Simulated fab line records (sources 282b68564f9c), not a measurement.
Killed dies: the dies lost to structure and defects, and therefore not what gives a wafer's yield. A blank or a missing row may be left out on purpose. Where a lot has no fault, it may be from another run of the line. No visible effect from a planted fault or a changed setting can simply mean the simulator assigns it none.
fab line records | flow rit_cmos
record: lots: 7 | wafers: 21 | last_day: 7
route steps=202 shown NLDD@106 PLDD@114
lots that met no fault: from a run of the same line without faults
start_h: start of the lot's first displayed wafer, in hours after the record's first day | wait_h: how many hours have passed since the lot's step before this one | " same as the row above | L1.1+2: one row covering several wafers at once | - no value present, or no start provided | * or withheld: withheld | < > ~ a bound
route shown NAME@n: a module of which the file shows steps, and the number in the route of the first | usual: the fault-free wafers' mean and standard deviation | same: alike in all rows | chamber/n: place in a boat | sites: the reading at each site | _std_site: the values' standard deviation | _edge_site: inner sites' mean taken away from outer sites' mean | radius_mm: for every site, how far away it sits from the centre of the wafer | mask NAME#n: copy n | behind: the last tool/chamber to shape the wafer | hold: why the lot went on hold/how many hours it stayed there/how the hold came to an end | device: names the non-switching transistor (n, p or np) | end of line: the same wafers' tests at the end of the route | a step with no rows: only its recipe | killed: dies lost to structure and defects at the first sort, not the wafer's yield | map: the dies of a wafer, with x for killed, . for not killed, _ for no die there
set.NAME: the setting as run; set.NAME@STEP: as run at that earlier step | model.NAME: the simulator's own value behind a step, which no gauge read
lots at selected steps of the route; one table per step, one row per wafer
services: a tool's chamber out of use, with start hour (start_h, from the record's first day; less than 0 if before it), hours out, and reason
== steps ==
step: RIT_NLDD_EXPOSE_03
recipe: mask_id: M7 | na: 0.57 | target_cd_nm: 40700 | dose_mj: 250
step: RIT_NLDD_PEB_04
recipe: resist: NOVOLAK | temp_c: withheld | time_s: withheld
step: RIT_NLDD_DEVELOP_05
recipe: resist: NOVOLAK | develop_time_s: 50 | dev_temp_c: 23
step: RIT_NLDD_OVL_MEAS_06
usual: NLDD_OVL: -0.7/1.5
lot.wafer | tool       | chamber | start_h | wait_h | NLDD_OVL[nm]
L170.1    | overlay-01 | -       | 42.17   | -      | -0.7
L170.3    | "          | -       | "       | "      | -0.4
L170.6    | "          | -       | "       | "      | -1.3
L176.1    | overlay-02 | -       | 78.11   | -      | -2.3
L176.3    | "          | -       | "       | "      | 0.3
L176.4    | "          | -       | "       | "      | -1.7
L177.2    | overlay-02 | -       | 84.79   | -      | -1.8
L177.3    | "          | -       | "       | "      | -1.1
L177.5    | "          | -       | "       | "      | -1.2
L178.2    | overlay-02 | -       | 87.47   | -      | 0.4
L178.3    | "          | -       | "       | "      | 0.0
L178.5    | "          | -       | "       | "      | -0.2
L182.1    | overlay-02 | -       | 107.41  | -      | -1.3
L182.2    | "          | -       | "       | "      | 0.0
L182.5    | "          | -       | "       | "      | -0.4
L188.3    | overlay-02 | -       | 133.17  | -      | -1.3
L188.4    | "          | -       | "       | "      | 0.1
L188.5    | "          | -       | "       | "      | -1.1
L193.1    | overlay-01 | -       | 160.90  | -      | -0.5
L193.2    | "          | -       | "       | "      | -2.0
L193.4    | "          | -       | "       | "      | -0.4
step: RIT_NLDD_HARDBAKE_07
recipe: resist: NOVOLAK | temp_c: 140 | time_s: 60
step: RIT_NLDD_IMPLANT_08
recipe: species: P | energy_kev: 20 | dose_cm2: 5e+14 | tilt_deg: 7
step: RIT_NLDD_STRIP_09
recipe: chemistry: O2 | time_s: 180 | resist: NOVOLAK | platen_temp_c: withheld | power_w: 500 | pressure_mtorr: 4000 | o2_flow_sccm: 4000
usual: drypump_motor_current_A: 5.7/0.62
lot.wafer | tool            | chamber | start_h | wait_h | drypump_motor_current_A | rf_hours_counter_h
L170.1    | plasma_asher-01 | 1       | 42.56   | 0.1    | 6.4                     | 26
L170.3    | "               | 1       | "       | "      | 6.4                     | -
L170.6    | "               | 0       | "       | "      | 4.9                     | -
L176.1    | plasma_asher-04 | 1       | 78.45   | 0.1    | 6.6                     | 42
L176.3    | "               | 0       | "       | "      | 5.4                     | -
L176.4    | "               | 1       | "       | "      | 6.7                     | -
L177.2    | plasma_asher-03 | 0       | 85.12   | 0.1    | 5.3                     | 44
L177.3    | "               | 1       | "       | "      | 5.5                     | -
L177.5    | "               | 0       | "       | "      | 5.3                     | -
L178.2    | plasma_asher-04 | 1       | 87.80   | 0.1    | 6.6                     | 43
L178.3    | "               | 0       | "       | "      | 5.4                     | -
L178.5    | "               | 0       | "       | "      | 5.4                     | -
L182.1    | plasma_asher-04 | 0       | 107.75  | 0.1    | 5.4                     | 45
L182.2    | "               | 1       | "       | "      | 6.7                     | 45
L182.5    | "               | 1       | "       | "      | 6.7                     | -
L188.3    | plasma_asher-01 | 1       | 133.56  | 0.1    | 6.4                     | -
L188.4    | "               | 0       | "       | "      | 4.9                     | -
L188.5    | "               | 0       | "       | "      | 4.9                     | -
L193.1    | plasma_asher-03 | 1       | 161.24  | 0.1    | 5.5                     | 5
L193.2    | "               | 0       | "       | "      | 5.3                     | 5
L193.4    | "               | 0       | "       | "      | 5.3                     | -
step: RIT_NLDD_TW_MEAS_10
usual: NLDD_TW: 2472/31
lot.wafer | tool          | chamber | start_h | wait_h | NLDD_TW
L170.1    | film_metro-01 | -       | 42.74   | 0.1    | 2491
L170.3    | "             | -       | "       | "      | 2490
L170.6    | "             | -       | "       | "      | 2493
L176.1    | film_metro-02 | -       | 78.62   | 0.1    | 2469
L176.3    | "             | -       | "       | "      | 2465
L176.4    | "             | -       | "       | "      | 2476
L177.2    | film_metro-01 | -       | 85.31   | 0.1    | 2501
L177.3    | "             | -       | "       | "      | 2506
L177.5    | "             | -       | "       | "      | 2502
L178.2    | film_metro-01 | -       | 87.98   | 0.1    | 2500
L178.3    | "             | -       | "       | "      | 2498
L178.5    | "             | -       | "       | "      | 2497
L182.1    | film_metro-02 | -       | 107.92  | 0.1    | 2500
L182.2    | "             | -       | "       | "      | 2489
L182.5    | "             | -       | "       | "      | 2502
L188.3    | film_metro-01 | -       | 133.69  | 0.1    | 2485
L188.4    | "             | -       | "       | "      | 2494
L188.5    | "             | -       | "       | "      | 2482
L193.1    | film_metro-01 | -       | 161.42  | 0.1    | 2490
L193.2    | "             | -       | "       | "      | 2490
L193.4    | "             | -       | "       | "      | 2482
step: RIT_PLDD_HMDS_00
recipe: prime_time_s: 60 | prime_temp_c: 140
step: RIT_PLDD_COAT_01
recipe: resist: NOVOLAK | spin_rpm: 3250 | resist_thk_nm: 1000
step: RIT_PLDD_SOFTBAKE_02
recipe: resist: NOVOLAK | temp_c: 90 | time_s: 60
step: RIT_PLDD_EXPOSE_03
recipe: mask_id: M8 | na: 0.57 | target_cd_nm: 40900 | dose_mj: 250
step: RIT_PLDD_PEB_04
recipe: resist: NOVOLAK | temp_c: withheld | time_s: withheld
usual: chill_plate_temp_C: * | exhaust_pa: 44.8/0.91
lot.wafer | tool           | chamber | start_h | wait_h | chill_plate_temp_C | exhaust_pa
L170.1    | litho_track-02 | 0       | 43.37   | 0.1    | *                  | 44.4
L170.3    | "              | 0       | "       | "      | *                  | 44.6
L170.6    | "              | 0       | "       | "      | *                  | 43.8
L176.1    | litho_track-03 | -       | 79.37   | 0.1    | -                  | -
L176.3    | "              | -       | "       | "      | -                  | -
L176.4    | "              | -       | "       | "      | -                  | -
L177.2    | litho_track-02 | -       | 86.08   | 0.1    | -                  | -
L177.3    | "              | -       | "       | "      | -                  | -
L177.5    | "              | -       | "       | "      | -                  | -
L178.2    | litho_track-02 | -       | 88.63   | 0.1    | -                  | -
L178.3    | "              | -       | "       | "      | -                  | -
L178.5    | "              | -       | "       | "      | -                  | -
L182.1    | litho_track-04 | 0       | 108.67  | 0.1    | *                  | 44.5
L182.2    | "              | 0       | "       | "      | *                  | 45.9
L182.5    | "              | 0       | "       | "      | *                  | 45.5
L188.3    | litho_track-02 | 0       | 134.35  | 0.1    | *                  | 45.3
L188.4    | "              | 0       | "       | "      | *                  | 46.9
L188.5    | "              | 0       | "       | "      | *                  | 47.1
L193.1    | litho_track-03 | 0       | 162.12  | 0.1    | *                  | 44.7
L193.2    | "              | 0       | "       | "      | *                  | 45.3
L193.4    | "              | 0       | "       | "      | *                  | 45.4
step: RIT_PLDD_DEVELOP_05
recipe: resist: NOVOLAK | develop_time_s: 50 | dev_temp_c: 23
== services ==
tool            | chamber | start_h | hours | kind
plasma_asher-04 | -       | 21.83   | 2.8   | pm
plasma_asher-03 | -       | 88.64   | 1.2   | repair
plasma_asher-03 | -       | 108.75  | 9.0   | pm
plasma_asher-03 | 0       | 108.75  | 9.0   | vent_cycle
plasma_asher-03 | 1       | 108.75  | 9.0   | vent_cycle
plasma_asher-03 | 0       | 117.75  | -     | clean
plasma_asher-03 | 1       | 117.75  | -     | clean
== key ==
first_sign: step: RIT_PLDD_PEB_04 | reading: tool_record | direction: missing
effect none on later readings
met_at RIT_PLDD_PEB_04
struck_wafers L176.1,L176.3,L176.4,L177.2,L177.3,L177.5,L178.2,L178.3,L178.5
sort_left_out L176.1,L176.3,L176.4,L177.2,L177.3,L177.5,L178.2,L178.3,L178.5
tester_left_out L176,L177,L178
onset_between 43.37 79.37
fault: kind: skipped_step_whole | tool: litho_track-02,litho_track-03 | chamber: - | onset_h: 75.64 | steps: RIT_PLDD_PEB_04 | scope: struck_lots_only
tester_left_out: of these lots the tester's yield and bins aren't shown, on N5 and GAA mostly nor the transistor test; their killed dies are dies lost to structure and defects alone, not to doping, threshold or leakage, so they don't give the yield
sort_left_out: the simulated sort isn't trusted on such a fault, so these wafers' sort isn't shown, and their yield isn't known
